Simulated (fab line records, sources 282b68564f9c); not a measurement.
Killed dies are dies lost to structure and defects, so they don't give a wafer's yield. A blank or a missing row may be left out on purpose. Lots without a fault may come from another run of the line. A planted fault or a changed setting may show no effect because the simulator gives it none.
fab line records | flow rit_cmos
record lots=14 wafers=42 last_day=7
route steps=202 shown CONTACT@171 M1@202
lots that met no fault: from a run of the same line without faults
start_h: hours from the record's first day to the start of the lot's first wafer shown | wait_h: hours since the lot's step before | " the same as in the row above | L1.1+2: a row that stands for several wafers | - no value, or no start given | * or withheld: withheld | < > ~ a bound
route shown NAME@n: a module of which the file shows steps, and the number in the route of the first | usual: mean/standard deviation of fault-free wafers | same: alike in all rows | chamber/n: place in a boat | sites: the reading at each site | _std_site: their standard deviation | _edge_site: outer sites' mean less inner sites' | radius_mm: how far each site lies from the wafer's centre | mask NAME#n: copy n | behind: the tool/chamber that last shaped the wafer | hold: why the lot was held/for how many hours/how that ended | device: the transistor (n, p or np) that didn't switch | end of line: the same wafers' tests at the end of the route | a step without rows: its recipe alone | killed: dies lost to structure and defects at the first sort, not the wafer's yield | map: a wafer's dies, x killed, . not, _ none there
set.NAME: the setting as run; set.NAME@STEP: as run at that earlier step | model.NAME: the simulator's own value behind a step, which no gauge read
steps of the route over a sample of lots; a table a step, a row a wafer
## steps
# step RIT_CONTACT_COAT_03
# recipe resist=NOVOLAK spin_rpm=3250 resist_thk_nm=1000
# usual dispense_pressure_kPa=48/3.3 spin_speed_rpm=3249.8/2.2
# columns lot.wafer tool chamber start_h wait_h dispense_pressure_kPa spin_speed_rpm
L690.3 litho_track-04 0 51.78 0.1 47 3246.6
L690.4 " 0 " " 47 3250.4
L690.5 " 0 " " 47 3249.2
L691.3 litho_track-01 0 56.03 0.1 45 3249.9
L691.4 " 0 " " 45 3252.4
L691.6 " 0 " " 45 3249.5
L692.1 litho_track-04 0 60.54 0.1 47 3249.9
L692.2 " 0 " " 47 3247.9
L692.6 " 0 " " 47 3252.2
L695.1 litho_track-04 0 76.47 0.1 47 3148.6
L695.2 " 0 " " 47 3153.0
L695.6 " 0 " " 47 3150.3
L697.1 litho_track-01 0 85.32 0.1 45 3249.6
L697.5 " 0 " " 45 3250.9
L697.6 " 0 " " 45 3251.9
L701.3 litho_track-03 0 105.73 0.1 53 3251.9
L701.5 " 0 " " 53 3247.0
L701.6 " 0 " " 53 3251.2
L702.3 litho_track-04 0 113.63 0.1 47 3149.5
L702.4 " 0 " " 47 3146.6
L702.5 " 0 " " 47 3150.2
L704.1 litho_track-01 0 121.24 0.1 45 3250.3
L704.2 " 0 " " 45 3250.0
L704.6 " 0 " " 45 3249.6
L705.1 litho_track-01 0 125.95 0.1 45 3251.2
L705.3 " 0 " " 45 3251.1
L705.6 " 0 " " 45 3248.2
L706.2 litho_track-01 0 131.56 0.1 45 3250.9
L706.3 " 0 " " 45 3246.5
L706.5 " 0 " " 45 3247.1
L707.4 litho_track-01 0 136.68 0.1 45 3251.6
L707.5 " 0 " " 45 3248.5
L707.6 " 0 " " 45 3248.9
L708.3 litho_track-03 0 141.83 0.1 53 3248.5
L708.5 " 0 " " 53 3249.1
L708.6 " 0 " " 53 3253.3
L712.4 litho_track-03 0 160.93 0.1 53 3248.6
L712.5 " 0 " " 53 3245.5
L712.6 " 0 " " 53 3247.2
L713.2 litho_track-04 0 165.23 0.1 47 3251.7
L713.4 " 0 " " 47 3245.5
L713.5 " 0 " " 47 3251.8
# step RIT_M1_PROBE_99
# usual killed_at_M0_to_M3=0.0/0.12 killed_at_contacts=0.1/0.35 killed_at_front_end=6.6/2.7 killed_dies=6.7/2.8 killed_on_rim=1.8/1.5 killed_open=3.4/2.1 killed_short=3.3/1.8
# same gross_dies=264 killed_at_M4_up=0 killed_at_back_side=0 killed_at_other=0
# columns lot.wafer tool chamber start_h wait_h killed_at_M0_to_M3 killed_at_contacts killed_at_front_end killed_dies killed_on_rim killed_open killed_short
L697.1 prober-01 - 91.45 0.1 0 0 10 10 3 7 3
L697.5 prober-01 - 91.65 0.2 0 0 3 3 0 1 2
L697.6 prober-01 - 91.70 0.2 0 0 8 8 2 2 6
L701.3 prober-01 - 111.92 0.2 0 0 8 8 2 7 1
L701.5 prober-01 - 112.02 0.2 0 0 6 6 1 4 2
L701.6 prober-01 - 112.07 0.2 0 0 11 11 1 9 2
L704.1 prober-02 - 128.67 0.1 0 0 6 6 2 4 2
L704.2 prober-02 - 128.72 0.1 0 0 8 8 1 4 4
L704.6 prober-02 - 128.92 0.2 0 0 4 4 0 1 3
L705.1 prober-01 - 132.20 0.1 0 0 8 8 2 3 5
L705.3 prober-01 - 132.30 0.2 0 0 12 12 3 6 6
L705.6 prober-01 - 132.45 0.2 0 0 7 7 1 4 3
L706.2 prober-02 - 137.69 0.1 0 0 4 4 3 1 2
L706.3 prober-02 - 137.74 0.2 0 0 9 9 2 6 3
L706.5 prober-02 - 137.84 0.2 0 0 6 6 3 2 4
L707.4 prober-01 - 143.04 0.2 0 0 9 9 1 6 3
L707.5 prober-01 - 143.09 0.2 0 0 6 6 3 4 2
L707.6 prober-01 - 143.14 0.2 0 0 4 4 1 3 1
# killed by level:class
L697.1 SILICIDE:geometric_particle:open=4 FOX1:geometric_particle:open=2 FOX1:geometric_particle:short=1 FOX2:geometric_particle:short=1 GATE:geometric_particle:open=1 SILICIDE:geometric_particle:short=1
L697.5 FOX1:geometric_particle:short=1 GATE:geometric_particle:open=1 SPACER:geometric_particle:short=1
L697.6 FOX1:geometric_particle:short=2 GATE:geometric_particle:short=2 FOX1:geometric_particle:open=1 REOX:geometric_particle:short=1 REOX:geometric_particle:open=1 SPACER:geometric_particle:short=1
L701.3 SILICIDE:geometric_particle:open=3 GATE:geometric_particle:open=2 SPACER:geometric_particle:open=2 FOX2:geometric_particle:short=1
L701.5 FOX1:geometric_particle:open=2 GATE:geometric_particle:open=1 SPACER:geometric_particle:open=1 SPACER:geometric_particle:short=1 SILICIDE:geometric_particle:short=1
L701.6 FOX1:geometric_particle:open=4 REOX:geometric_particle:open=2 FOX1:geometric_particle:short=1 GATE:geometric_particle:open=1 SPACER:geometric_particle:open=1 SILICIDE:geometric_particle:short=1 SILICIDE:geometric_particle:open=1
L704.1 SILICIDE:geometric_particle:open=2 FOX1:geometric_particle:short=1 FOX2:geometric_particle:open=1 GATE:geometric_particle:open=1 REOX:geometric_particle:short=1
L704.2 GATE:geometric_particle:short=3 REOX:geometric_particle:open=2 FOX2:geometric_particle:short=1 GATE:geometric_particle:open=1 SILICIDE:geometric_particle:open=1
L704.6 FOX1:geometric_particle:short=1 GATE:geometric_particle:open=1 GATE:geometric_particle:short=1 SPACER:geometric_particle:short=1
L705.1 GATE:geometric_particle:short=3 FOX1:geometric_particle:open=2 FOX1:geometric_particle:short=2 REOX:geometric_particle:open=1
L705.3 GATE:geometric_particle:short=3 FOX1:geometric_particle:open=2 REOX:geometric_particle:short=2 REOX:geometric_particle:open=2 FOX2:geometric_particle:short=1 GATE:geometric_particle:open=1 SPACER:geometric_particle:open=1
L705.6 FOX1:geometric_particle:open=2 FOX1:geometric_particle:short=2 GATE:geometric_particle:open=1 REOX:geometric_particle:short=1 SILICIDE:geometric_particle:open=1
L706.2 GATE:geometric_particle:short=2 GATE:geometric_particle:open=1 NRETRO:coat_microbubble_printed=1
L706.3 SPACER:geometric_particle:open=3 GATE:geometric_particle:open=2 GATE:geometric_particle:short=2 FOX1:geometric_particle:open=1 SPACER:geometric_particle:short=1
L706.5 FOX1:geometric_particle:short=2 FOX1:geometric_particle:open=1 FOX2:geometric_particle:open=1 FOX2:geometric_particle:short=1 GATE:geometric_particle:short=1
L707.4 GATE:geometric_particle:open=6 GATE:geometric_particle:short=2 REOX:geometric_particle:short=1
L707.5 GATE:geometric_particle:open=2 REOX:geometric_particle:open=1 REOX:geometric_particle:short=1 SILICIDE:geometric_particle:open=1 SILICIDE:geometric_particle:short=1
L707.6 FOX1:geometric_particle:open=2 GATE:geometric_particle:short=1 SILICIDE:geometric_particle:open=1
## key
first_sign step=RIT_CONTACT_COAT_03 reading=spin_speed_rpm direction=down sigmas=46 usual=3249.8 struck=3149.7
effect none on later readings
met_at RIT_CONTACT_COAT_03
struck_lots L695,L702
tester_left_out L695,L702
onset_between 60.54 76.47
fault kind=process_parameter_drift tool=litho_track-04 chamber=- onset_h=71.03 steps=RIT_CONTACT_COAT_03 channel=spin_rpm offset=-100.17 shape=step end_h=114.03 acts_in=these_recipes_only stated=3250
# tester_left_out: of these lots the tester's yield and bins aren't shown, on N5 and GAA mostly nor the transistor test; their killed dies are dies lost to structure and defects alone, not to doping, threshold or leakage, so they don't give the yield
